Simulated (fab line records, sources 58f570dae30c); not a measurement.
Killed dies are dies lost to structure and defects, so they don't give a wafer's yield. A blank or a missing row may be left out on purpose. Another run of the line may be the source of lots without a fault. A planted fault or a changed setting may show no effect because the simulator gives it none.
Tool commonality check | flow berkeleyCmos170 | Sampled: 15 lots, 45 wafers

== WHAT PROMPTED THE OPENING ==
Of 15 lots, 3 have the reading NWELL_NITRIDE_THK flagged at UCB170_NWELL_THK_MEAS_05. No-fault wafers: 222.9 nm, standard deviation 2.3.
Rule: flag the lot when none of its wafers has a number, or when each of its wafers that has one lies beyond 4 standard deviations from that mean. As for the other lots, they are considered sound.

lot  | measured    | on           | NWELL_NITRIDE_THK (nm), wafer by wafer | flag
L395 | day 2 15:15 | filmMetro-03 | 224.2 225.0 224.9                      | 
L394 | day 2 15:16 | filmMetro-02 | 224.9 225.6 225.6                      | 
L397 | day 3 05:21 | filmMetro-03 | 228.1 228.5 227.5                      | 
L398 | day 3 05:21 | filmMetro-02 | 223.7 223.8 223.7                      | 
L400 | day 3 11:38 | filmMetro-03 | 217.2 217.7 217.6                      | 
L399 | day 3 11:39 | filmMetro-04 | 223.0 221.7 221.1                      | 
L401 | day 4 02:52 | filmMetro-04 | 221.8 220.5 221.7                      | 
L402 | day 4 08:22 | filmMetro-03 | 223.3 222.3 222.3                      | 
L405 | day 4 17:40 | filmMetro-04 | 222.0 220.8 224.3                      | 
L407 | day 5 06:23 | filmMetro-04 | 221.2 221.2 220.9                      | 
L408 | day 5 10:53 | filmMetro-04 | 220.8 220.9 220.7                      | 
L409 | day 5 10:53 | filmMetro-03 | 223.7 222.6 222.7                      | 
L413 | day 6 10:29 | filmMetro-04 | 202.7 201.9 204.1                      | FLAGGED
L414 | day 6 15:33 | filmMetro-02 | 203.4 204.0 201.6                      | FLAGGED
L415 | day 6 19:49 | filmMetro-04 | 202.3 202.9 203.6                      | FLAGGED
The numbers of the flagged lots are 202.9 nm on average: -20.0 nm against the usual, or -9 standard deviations.

== TOOL THAT RAN EACH LOT ==
Before the reading, the record contains 2 process steps out of a 331-step route. Read each cell as the tool, then ch plus the chambers that the sampled wafers visited, then the start.
lot  | flag    | UCB170_ZERO_ETCH_06              | UCB170_NWELL_CVD_04
L395 |         | rieDiel-04 ch 0,2,3, day 2 07:37 | lpcvd-01 ch 1, day 2 13:19
L394 |         | rieDiel-03 ch 0,2,3, day 2 01:40 | lpcvd-01 ch 1, day 2 13:19
L397 |         | rieDiel-04 ch 0,2,3, day 2 17:40 | lpcvd-01 ch 0, day 3 03:25
L398 |         | rieDiel-03 ch 1,2,3, day 2 20:31 | lpcvd-01 ch 0, day 3 03:25
L400 |         | rieDiel-03 ch 0,1,3, day 3 04:35 | lpcvd-02 ch 1, day 3 09:42
L399 |         | rieDiel-04 ch 0,1,3, day 3 02:15 | lpcvd-02 ch 1, day 3 09:42
L401 |         | rieDiel-04 ch 1,2,3, day 3 14:48 | lpcvd-02 ch 0, day 4 00:55
L402 |         | rieDiel-04 ch 0,2,3, day 3 18:37 | lpcvd-02 ch 0, day 4 06:25
L405 |         | rieDiel-04 ch 0,2,3, day 4 06:45 | lpcvd-02 ch 0, day 4 15:43
L407 |         | rieDiel-04 ch 0,1,2, day 4 20:06 | lpcvd-01 ch 1, day 5 04:27
L408 |         | rieDiel-03 ch 0,1,3, day 5 01:36 | lpcvd-02 ch 1, day 5 08:57
L409 |         | rieDiel-03 ch 1,2, day 5 01:51   | lpcvd-02 ch 1, day 5 08:57
L413 | FLAGGED | rieDiel-03 ch 0,1,2, day 5 23:13 | lpcvd-01 ch 1, day 6 07:34
L414 | FLAGGED | rieDiel-03 ch 0,1,2, day 6 04:48 | lpcvd-01 ch 1, day 6 13:37
L415 | FLAGGED | rieDiel-04 ch 0,1, day 6 09:52   | lpcvd-01 ch 1, day 6 17:52
What is done by these steps:
- UCB170_ZERO_ETCH_06: etches SiO2 in CHF3/CF4/Ar, time 12 s.
- UCB170_NWELL_CVD_04: deposits Si3N4 from SiH2Cl2/NH3, target thk 224 nm, time 3360 s.
- UCB170_NWELL_THK_MEAS_05

== FLAGGED AGAINST TOTAL, ONE TOOL AT A TIME (gauges that did the reading follow at the end) ==
step                     | tool         | lots run | flagged | share of the flagged lots | sound lots run after its first flagged lot
UCB170_ZERO_ETCH_06      | rieDiel-03   | 7        | 2       | some                      | 0
UCB170_ZERO_ETCH_06      | rieDiel-04   | 8        | 1       | some                      | 0
UCB170_NWELL_CVD_04      | lpcvd-01     | 8        | 3       | all                       | 0
UCB170_NWELL_CVD_04      | lpcvd-02     | 7        | 0       | none                      | -
UCB170_NWELL_THK_MEAS_05 | filmMetro-02 | 3        | 1       | some                      | 0
UCB170_NWELL_THK_MEAS_05 | filmMetro-03 | 5        | 0       | none                      | -
UCB170_NWELL_THK_MEAS_05 | filmMetro-04 | 7        | 2       | some                      | 0

== WHAT THE TABLE ALLOWS ==
Rows of the table that ran each flagged lot: 1, that is lpcvd-01 at UCB170_NWELL_CVD_04.
- lpcvd-01 at UCB170_NWELL_CVD_04: 3 of its 8 lots flagged. Last sound lot L407 at day 5 04:27, first flagged lot L413 at day 6 07:34; a fault beginning in between fits.
lpcvd-01 at UCB170_NWELL_CVD_04 is the single tool remaining.

== WHAT THE SIMULATOR PUT IN ==
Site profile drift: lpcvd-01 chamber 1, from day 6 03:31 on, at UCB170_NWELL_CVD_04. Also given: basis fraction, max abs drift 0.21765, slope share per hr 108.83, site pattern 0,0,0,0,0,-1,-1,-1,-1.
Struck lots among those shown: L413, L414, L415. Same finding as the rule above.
